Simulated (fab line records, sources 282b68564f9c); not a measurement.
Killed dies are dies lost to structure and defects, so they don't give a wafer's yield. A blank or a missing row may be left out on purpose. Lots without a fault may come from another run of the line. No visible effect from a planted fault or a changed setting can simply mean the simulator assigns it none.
Which of the tools did it? || flow ritCmos || 13 lots with 39 wafers sampled at 2 steps, on a route of 202 steps

== WHAT THE GAUGES READ, wafer by wafer ==
No reading from a measuring or inspecting step in the record can be judged against a usual standard deviation.

== TOOL THAT RAN EACH LOT (tool first, then ch and the chambers of the sampled wafers, then the start) ==
{"lot": "L997", "RIT_M1_METAL_ETCH_12": "rieMetal-03 ch 0,1, day 3 08:01", "RIT_M1_PROBE_99": "-"}
{"lot": "L998", "RIT_M1_METAL_ETCH_12": "rieMetal-01 ch 0,1, day 3 12:09", "RIT_M1_PROBE_99": "prober-02, day 3 14:48"}
{"lot": "L100", "RIT_M1_METAL_ETCH_12": "rieMetal-03 ch 0,1, day 3 23:02", "RIT_M1_PROBE_99": "prober-01, day 4 01:17"}
{"lot": "L101", "RIT_M1_METAL_ETCH_12": "rieMetal-01 ch 0,1, day 4 03:13", "RIT_M1_PROBE_99": "prober-02, day 4 06:42"}
{"lot": "L102", "RIT_M1_METAL_ETCH_12": "rieMetal-02 ch 0,1, day 4 07:52", "RIT_M1_PROBE_99": "-"}
{"lot": "L106", "RIT_M1_METAL_ETCH_12": "rieMetal-03 ch 0,1, day 5 03:05", "RIT_M1_PROBE_99": "prober-01, day 5 05:30"}
{"lot": "L107", "RIT_M1_METAL_ETCH_12": "rieMetal-01 ch 0,1, day 5 08:35", "RIT_M1_PROBE_99": "-"}
{"lot": "L108", "RIT_M1_METAL_ETCH_12": "rieMetal-02 ch 0,1, day 5 15:53", "RIT_M1_PROBE_99": "-"}
{"lot": "L109", "RIT_M1_METAL_ETCH_12": "rieMetal-03 ch 1, day 5 19:11", "RIT_M1_PROBE_99": "prober-02, day 5 21:29"}
{"lot": "L111", "RIT_M1_METAL_ETCH_12": "rieMetal-02 ch 0,1, day 6 05:02", "RIT_M1_PROBE_99": "prober-02, day 6 07:20"}
{"lot": "L112", "RIT_M1_METAL_ETCH_12": "rieMetal-03 ch 0,1, day 6 09:01", "RIT_M1_PROBE_99": "prober-01, day 6 11:17"}
{"lot": "L114", "RIT_M1_METAL_ETCH_12": "rieMetal-03 ch 0,1, day 6 20:30", "RIT_M1_PROBE_99": "prober-01, day 6 23:43"}
{"lot": "L118", "RIT_M1_METAL_ETCH_12": "rieMetal-03 ch 1, day 7 15:40", "RIT_M1_PROBE_99": "-"}
- RIT_M1_METAL_ETCH_12: etches Al in Cl2/BCl3, stops on SiO2, time 165 s, target depth 600 nm.
- RIT_M1_PROBE_99

== AS READ BY THE TOOLS THEMSELVES (means over the sampled wafers that have a number; for cases with no such wafer, the mark the record gives instead) ==
RIT_M1_METAL_ETCH_12. Usual: bcl3FlowSccm 50.01 sccm, standard deviation 0.15; drypumpMotorCurrentA 5.7 A, standard deviation 0.39; mfcCl2Sccm 59.97 sccm, standard deviation 0.19; oesProductAu 0.780 a.u., standard deviation 0.017; throttleValvePct 8.19 %, standard deviation 0.089.
{"lot": "L997", "tool": "rieMetal-03", "bcl3FlowSccm (sccm)": 50.12, "drypumpMotorCurrentA (A)": 5.4, "mfcCl2Sccm (sccm)": 59.99, "oesProductAu (a.u.)": 0.791, "throttleValvePct (%)": 8.10, "flag": ""}
{"lot": "L998", "tool": "rieMetal-01", "bcl3FlowSccm (sccm)": 50.05, "drypumpMotorCurrentA (A)": 5.7, "mfcCl2Sccm (sccm)": 60.10, "oesProductAu (a.u.)": 0.774, "throttleValvePct (%)": 8.21, "flag": ""}
{"lot": "L100", "tool": "rieMetal-03", "bcl3FlowSccm (sccm)": 50.07, "drypumpMotorCurrentA (A)": 5.6, "mfcCl2Sccm (sccm)": 60.10, "oesProductAu (a.u.)": 0.799, "throttleValvePct (%)": 8.12, "flag": ""}
{"lot": "L101", "tool": "rieMetal-01", "bcl3FlowSccm (sccm)": 50.04, "drypumpMotorCurrentA (A)": 5.8, "mfcCl2Sccm (sccm)": 60.13, "oesProductAu (a.u.)": 0.772, "throttleValvePct (%)": 8.27, "flag": ""}
{"lot": "L102", "tool": "rieMetal-02", "bcl3FlowSccm (sccm)": 50.02, "drypumpMotorCurrentA (A)": 6.1, "mfcCl2Sccm (sccm)": 60.07, "oesProductAu (a.u.)": 0.770, "throttleValvePct (%)": 8.26, "flag": ""}
{"lot": "L106", "tool": "rieMetal-03", "bcl3FlowSccm (sccm)": 50.04, "drypumpMotorCurrentA (A)": 5.6, "mfcCl2Sccm (sccm)": 60.00, "oesProductAu (a.u.)": 0.799, "throttleValvePct (%)": 8.11, "flag": ""}
{"lot": "L107", "tool": "rieMetal-01", "bcl3FlowSccm (sccm)": 49.99, "drypumpMotorCurrentA (A)": 5.7, "mfcCl2Sccm (sccm)": 60.20, "oesProductAu (a.u.)": 0.769, "throttleValvePct (%)": 8.20, "flag": ""}
{"lot": "L108", "tool": "rieMetal-02", "bcl3FlowSccm (sccm)": 50.17, "drypumpMotorCurrentA (A)": 5.9, "mfcCl2Sccm (sccm)": 59.99, "oesProductAu (a.u.)": 0.765, "throttleValvePct (%)": 8.24, "flag": ""}
{"lot": "L109", "tool": "rieMetal-03", "bcl3FlowSccm (sccm)": 49.94, "drypumpMotorCurrentA (A)": 5.1, "mfcCl2Sccm (sccm)": 59.94, "oesProductAu (a.u.)": 0.788, "throttleValvePct (%)": 8.06, "flag": ""}
{"lot": "L111", "tool": "rieMetal-02", "bcl3FlowSccm (sccm)": 49.85, "drypumpMotorCurrentA (A)": 6.0, "mfcCl2Sccm (sccm)": 60.02, "oesProductAu (a.u.)": 0.764, "throttleValvePct (%)": 8.25, "flag": ""}
{"lot": "L112", "tool": "rieMetal-03", "bcl3FlowSccm (sccm)": 49.91, "drypumpMotorCurrentA (A)": 5.4, "mfcCl2Sccm (sccm)": 59.92, "oesProductAu (a.u.)": 0.790, "throttleValvePct (%)": 8.08, "flag": ""}
{"lot": "L114", "tool": "rieMetal-03", "bcl3FlowSccm (sccm)": 50.02, "drypumpMotorCurrentA (A)": 5.3, "mfcCl2Sccm (sccm)": 59.81, "oesProductAu (a.u.)": 0.796, "throttleValvePct (%)": 8.08, "flag": ""}
{"lot": "L118", "tool": "rieMetal-03", "bcl3FlowSccm (sccm)": 50.01, "drypumpMotorCurrentA (A)": 5.1, "mfcCl2Sccm (sccm)": 59.92, "oesProductAu (a.u.)": 0.827, "throttleValvePct (%)": 8.06, "flag": ""}

RIT_M1_PROBE_99. Usual: defectLimitedYield 97.5 %, standard deviation 1.2; killed_at_M0_to_M3 0.0, standard deviation 0.14; killedAtContacts 0.0, standard deviation 0.22; killedAtFrontEnd 7, standard deviation 3; killedDies 7, standard deviation 3.1; killedOpen 3.4, standard deviation 2.1; killedShort 3.2, standard deviation 1.9; sort_bin_3_pad_short 0.1 %, standard deviation 0.25; sort_bin_5_function 1.4 %, standard deviation 0.76; sort_bin_6_memory 1.0 %, standard deviation 0.7; sortNPass 257, standard deviation 3.1; sortYieldPct 97.5 %, standard deviation 1.2.
{"lot": "L998", "tool": "prober-02", "defectLimitedYield (%)": 96.7, "killed_at_M0_to_M3": 0.0, "killedAtContacts": 0.3, "killedAtFrontEnd": 8, "killedDies": 9, "killedOpen": 4.7, "killedShort": 4.0, "sort_bin_3_pad_short (%)": 0.3, "sort_bin_5_function (%)": 1.0, "sort_bin_6_memory (%)": 2.0, "sortNPass": 255, "sortYieldPct (%)": 96.7, "flag": ""}
{"lot": "L100", "tool": "prober-01", "defectLimitedYield (%)": 97.3, "killed_at_M0_to_M3": 0.3, "killedAtContacts": 0.0, "killedAtFrontEnd": 7, "killedDies": 7, "killedOpen": 3.3, "killedShort": 3.7, "sort_bin_3_pad_short (%)": 0.3, "sort_bin_5_function (%)": 1.8, "sort_bin_6_memory (%)": 0.6, "sortNPass": 257, "sortYieldPct (%)": 97.3, "flag": ""}
{"lot": "L101", "tool": "prober-02", "defectLimitedYield (%)": 96.6, "killed_at_M0_to_M3": 0.0, "killedAtContacts": 0.3, "killedAtFrontEnd": 9, "killedDies": 9, "killedOpen": 6.3, "killedShort": 2.7, "sort_bin_3_pad_short (%)": 0.0, "sort_bin_5_function (%)": 1.9, "sort_bin_6_memory (%)": 1.5, "sortNPass": 255, "sortYieldPct (%)": 96.6, "flag": ""}
{"lot": "L106", "tool": "prober-01", "defectLimitedYield (%)": 97.8, "killed_at_M0_to_M3": 0.0, "killedAtContacts": 0.0, "killedAtFrontEnd": 6, "killedDies": 6, "killedOpen": 2.3, "killedShort": 3.3, "sort_bin_3_pad_short (%)": 0.0, "sort_bin_5_function (%)": 1.4, "sort_bin_6_memory (%)": 0.8, "sortNPass": 258, "sortYieldPct (%)": 97.8, "flag": ""}
{"lot": "L109", "tool": "prober-02", "defectLimitedYield (%)": 96.1, "killed_at_M0_to_M3": 0.0, "killedAtContacts": 0.0, "killedAtFrontEnd": 10, "killedDies": 10, "killedOpen": 5.7, "killedShort": 4.7, "sort_bin_3_pad_short (%)": 0.3, "sort_bin_5_function (%)": 2.0, "sort_bin_6_memory (%)": 1.6, "sortNPass": 254, "sortYieldPct (%)": 96.1, "flag": ""}
{"lot": "L111", "tool": "prober-02", "defectLimitedYield (%)": 98.5, "killed_at_M0_to_M3": 0.0, "killedAtContacts": 0.0, "killedAtFrontEnd": 4, "killedDies": 4, "killedOpen": 2.0, "killedShort": 2.0, "sort_bin_3_pad_short (%)": 0.0, "sort_bin_5_function (%)": 1.0, "sort_bin_6_memory (%)": 0.5, "sortNPass": 260, "sortYieldPct (%)": 98.5, "flag": ""}
{"lot": "L112", "tool": "prober-01", "defectLimitedYield (%)": 97.3, "killed_at_M0_to_M3": 0.0, "killedAtContacts": 0.0, "killedAtFrontEnd": 7, "killedDies": 7, "killedOpen": 5.0, "killedShort": 2.0, "sort_bin_3_pad_short (%)": 0.1, "sort_bin_5_function (%)": 1.6, "sort_bin_6_memory (%)": 0.9, "sortNPass": 257, "sortYieldPct (%)": 97.3, "flag": ""}
{"lot": "L114", "tool": "prober-01", "defectLimitedYield (%)": 97.9, "killed_at_M0_to_M3": 0.0, "killedAtContacts": 0.0, "killedAtFrontEnd": 6, "killedDies": 6, "killedOpen": 3.3, "killedShort": 2.3, "sort_bin_3_pad_short (%)": 0.0, "sort_bin_5_function (%)": 1.2, "sort_bin_6_memory (%)": 1.0, "sortNPass": 258, "sortYieldPct (%)": 97.9, "flag": ""}

== THE ANSWER, worked out from the rows above alone ==
Rule: a lot counts as off when the mean over its wafers that have a number is more than 3 standard deviations away from the usual mean. Also off: a lot with no number at a reading for which 4 or more lots have one. All remaining lots with rows at the step are treated as sound. First the gauges in route order, then the tools' own readings, where a lot's mean is used as printed above. The first step at which some lot is off is used, and at that step the reading that is off furthest; a lot without a number counts as furthest.
Nothing can be told from this: no lot is off at any reading shown.

== WHAT THE SIMULATOR HAD PUT IN ==
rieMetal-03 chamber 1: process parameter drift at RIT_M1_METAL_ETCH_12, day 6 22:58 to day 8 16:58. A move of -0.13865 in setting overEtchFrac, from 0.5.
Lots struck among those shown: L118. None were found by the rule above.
